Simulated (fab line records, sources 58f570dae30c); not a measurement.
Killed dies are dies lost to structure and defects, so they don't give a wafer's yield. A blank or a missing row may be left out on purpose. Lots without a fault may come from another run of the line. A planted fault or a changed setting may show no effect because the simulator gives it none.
Which tool did it? | flow berkeley_cmos170 | 14 lots, 42 wafers sampled, at 5 steps of a route of 331

WHAT THE GAUGES READ, wafer by wafer
UCB170_PWELL_THK_MEAS_03. Usual: PWELL_OXIDE_THK 26.7 nm, standard deviation 0.52.
lot  | measured    | on            | PWELL_OXIDE_THK (nm) | flag
L268 | day 3 08:49 | film_metro-03 | 26.6 26.3 26.8       |
L269 | day 3 08:44 | film_metro-02 | 26.4 26.6 27.2       |
L270 | day 3 18:39 | film_metro-03 | 26.8 26.6 26.6       |
L271 | day 3 18:38 | film_metro-02 | 25.6 26.5 26.0       |
L272 | day 4 05:03 | film_metro-03 | 26.7 27.3 27.2       |
L273 | day 4 05:04 | film_metro-02 | 26.4 26.6 26.4       |
L280 | day 5 21:19 | film_metro-02 | 26.7 27.1 27.0       |
L281 | day 5 21:19 | film_metro-03 | 27.3 27.6 27.3       |
L284 | day 6 11:28 | film_metro-04 | 26.6 26.3 26.3       |
L283 | day 6 11:26 | film_metro-02 | 25.8 25.5 26.0       |
L285 | day 6 21:40 | film_metro-03 | 26.6 26.8 26.4       |
L286 | day 7 06:26 | film_metro-03 | 26.5 25.8 26.4       |
L287 | day 7 06:25 | film_metro-02 | 26.7 26.1 26.1       |
L288 | day 7 06:29 | film_metro-04 | 27.4 27.8 27.0       |

UCB170_WELLDRIVE_THK_MEAS_02. Usual: WELLDRIVE_OXIDE_THK 201 nm, standard deviation 3.5.
lot  | measured    | on            | WELLDRIVE_OXIDE_THK (nm) | flag
L268 | day 4 07:02 | film_metro-01 | 197 200 200              |
L269 | day 4 07:01 | film_metro-03 | 200 201 198              |
L270 | day 4 16:18 | film_metro-01 | 198 204 205              |
L271 | day 4 16:17 | film_metro-03 | 197 198 198              |
L272 | day 5 05:46 | film_metro-01 | 204 204 203              |
L273 | day 5 05:47 | film_metro-03 | 200 203 201              |
L280 | day 6 17:59 | film_metro-03 | 175 178 180              | OFF
L281 | day 6 17:58 | film_metro-01 | 179 179 178              | OFF
L284 | day 7 11:43 | film_metro-01 | 200 197 199              |
L283 | day 7 11:38 | film_metro-04 | 205 204 203              |
L285 | day 7 16:20 | film_metro-04 | 206 208 211              |
L286 | day 8 04:42 | film_metro-03 | 199 201 198              |
L287 | day 8 04:41 | film_metro-01 | 199 197 202              |
L288 | day 8 04:42 | film_metro-04 | 203 203 206              |

UCB170_SACOX_THK_MEAS_02. Usual: SACOX_OXIDE_THK 14.54 nm, standard deviation 0.27.
lot  | measured    | on            | SACOX_OXIDE_THK (nm) | flag
L268 | day 5 21:03 | film_metro-03 | 15.00 15.09 14.77    |
L269 | day 5 21:02 | film_metro-04 | 14.85 14.73 14.76    |
L270 | day 6 05:34 | film_metro-03 | 14.80 14.70 14.75    |
L271 | day 6 05:33 | film_metro-01 | 14.65 14.69 14.56    |
L272 | day 6 17:32 | film_metro-03 | 14.16 14.19 14.21    |
L273 | day 6 17:31 | film_metro-04 | 14.43 14.17 14.09    |
L280 | day 8 10:18 | film_metro-03 | 14.44 14.37 14.40    |
L281 | day 8 10:17 | film_metro-04 | 13.81 14.18 14.16    |
L284 | day 9 08:38 | film_metro-03 | 14.55 14.56 14.72    |
L283 | day 9 08:37 | film_metro-04 | 14.36 14.34 14.50    |
L285 | day 9 08:37 | film_metro-01 | 14.49 14.60 14.58    |
L286 | day 9 18:56 | film_metro-03 | 14.77 14.65 14.38    |
L287 | day 9 18:56 | film_metro-04 | 14.99 14.69 14.66    |
L288 | day 9 18:56 | film_metro-01 | 14.90 14.72 14.91    |

WHICH TOOL RAN EACH LOT (tool, then ch and the chambers of the sampled wafers, then the start)
lot  | UCB170_ZERO_STRIP_07                | UCB170_WELLDRIVE_OXIDATION_01
L268 | plasma_asher-02 ch 0,1, day 2 07:08 | furnace-02 ch 0, day 4 03:31
L269 | plasma_asher-02 ch 0,1, day 2 11:18 | furnace-02 ch 0, day 4 03:31
L270 | plasma_asher-02 ch 0,1, day 2 19:59 | furnace-02 ch 0, day 4 12:46
L271 | plasma_asher-04 ch 1, day 2 20:01   | furnace-02 ch 0, day 4 12:46
L272 | plasma_asher-03 ch 0, day 3 03:29   | furnace-04 ch 0, day 5 02:16
L273 | plasma_asher-02 ch 0,1, day 3 06:57 | furnace-04 ch 0, day 5 02:16
L280 | plasma_asher-04 ch 0,1, day 4 18:55 | furnace-02 ch 0, day 6 14:28
L281 | plasma_asher-02 ch 0,1, day 4 23:26 | furnace-02 ch 0, day 6 14:28
L284 | plasma_asher-03 ch 0,1, day 5 13:16 | furnace-04 ch 0, day 7 08:05
L283 | plasma_asher-04 ch 0,1, day 5 13:28 | furnace-04 ch 0, day 7 08:05
L285 | plasma_asher-03 ch 0,1, day 5 17:13 | furnace-04 ch 0, day 7 12:50
L286 | plasma_asher-02 ch 0,1, day 5 23:19 | furnace-03 ch 0, day 8 01:11
L287 | plasma_asher-02 ch 0,1, day 6 07:25 | furnace-03 ch 0, day 8 01:11
L288 | plasma_asher-04 ch 0,1, day 6 07:41 | furnace-03 ch 0, day 8 01:11
- UCB170_ZERO_STRIP_07: strips in O2.
- UCB170_WELLDRIVE_OXIDATION_01: target thk 199 nm, ox time 9000 s.

WHAT THE TOOLS THEMSELVES READ (means of the sampled wafers that have a number; where no wafer has one, the mark that the record gives instead)
UCB170_ZERO_STRIP_07. Usual: drypump_motor_current_A 5.67 A, standard deviation 0.26; oes_product_au 0.727 a.u., standard deviation 0.0049; strip_time_to_endpoint_s 21.48 s, standard deviation 0.061.
lot  | tool            | drypump_motor_current_A (A) | oes_product_au (a.u.) | strip_time_to_endpoint_s (s) | flag
L268 | plasma_asher-02 | 5.85                        | 0.727                 | 21.63                        |
L269 | plasma_asher-02 | 5.76                        | 0.731                 | 21.47                        |
L270 | plasma_asher-02 | 5.77                        | 0.722                 | 21.43                        |
L271 | plasma_asher-04 | 5.19                        | 0.727                 | 21.47                        |
L272 | plasma_asher-03 | 5.71                        | 0.728                 | 21.57                        |
L273 | plasma_asher-02 | 5.84                        | 0.725                 | 21.45                        |
L280 | plasma_asher-04 | 5.27                        | 0.726                 | 21.51                        |
L281 | plasma_asher-02 | 5.76                        | 0.725                 | 21.43                        |
L284 | plasma_asher-03 | 5.81                        | 0.723                 | 21.49                        |
L283 | plasma_asher-04 | 5.25                        | 0.723                 | 21.41                        |
L285 | plasma_asher-03 | 5.87                        | 0.732                 | 21.46                        |
L286 | plasma_asher-02 | 5.84                        | 0.725                 | 21.49                        |
L287 | plasma_asher-02 | 5.75                        | 0.725                 | 21.41                        |
L288 | plasma_asher-04 | 5.34                        | 0.728                 | 21.52                        |

UCB170_WELLDRIVE_OXIDATION_01. Usual: spike_tc_load_C 1125.7 C, standard deviation 2.9.
lot  | tool       | spike_tc_load_C (C) | flag
L268 | furnace-02 | 1125.4              |
L269 | furnace-02 | 1125.0              |
L270 | furnace-02 | 1125.7              |
L271 | furnace-02 | 1124.9              |
L272 | furnace-04 | 1127.6              |
L273 | furnace-04 | 1129.4              |
L280 | furnace-02 | 1125.4              |
L281 | furnace-02 | 1125.3              |
L284 | furnace-04 | 1129.0              |
L283 | furnace-04 | 1128.5              |
L285 | furnace-04 | 1127.8              |
L286 | furnace-03 | 1121.5              |
L287 | furnace-03 | 1120.0              |
L288 | furnace-03 | 1121.1              |

THE ANSWER, worked out from the rows above alone
Rule: a lot is off if the mean of its wafers that have a number lies more than 3 standard deviations from the usual mean. A lot without any number at a reading at which 4 lots or more have one is off too. The other lots that the step has rows for count as sound. The gauges are gone through in route order, then the tools' own readings, and for those a lot's mean is taken as printed above. The first step at which some lot is off is used, and at that step the reading that is off furthest; a lot without a number counts as furthest.
Off: L280, L281, at UCB170_WELLDRIVE_THK_MEAS_02 (WELLDRIVE_OXIDE_THK).
A tool fits if, at a process step before that reading, it ran every lot that is off, and no sound lot after the first of them. The gauges at UCB170_WELLDRIVE_THK_MEAS_02 are tried like those tools. One fits: furnace-02 at UCB170_WELLDRIVE_OXIDATION_01. Its last sound lot is L270 (day 4 12:46), its first lot that is off L280 (day 6 14:28): a fault that began between those two fits.

WHAT THE SIMULATOR HAD PUT IN
Process parameter drift: furnace-02, from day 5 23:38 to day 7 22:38, at UCB170_WELLDRIVE_OXIDATION_01. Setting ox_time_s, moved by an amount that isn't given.
Lots struck among those shown: L281, L280. The rule above found the same.
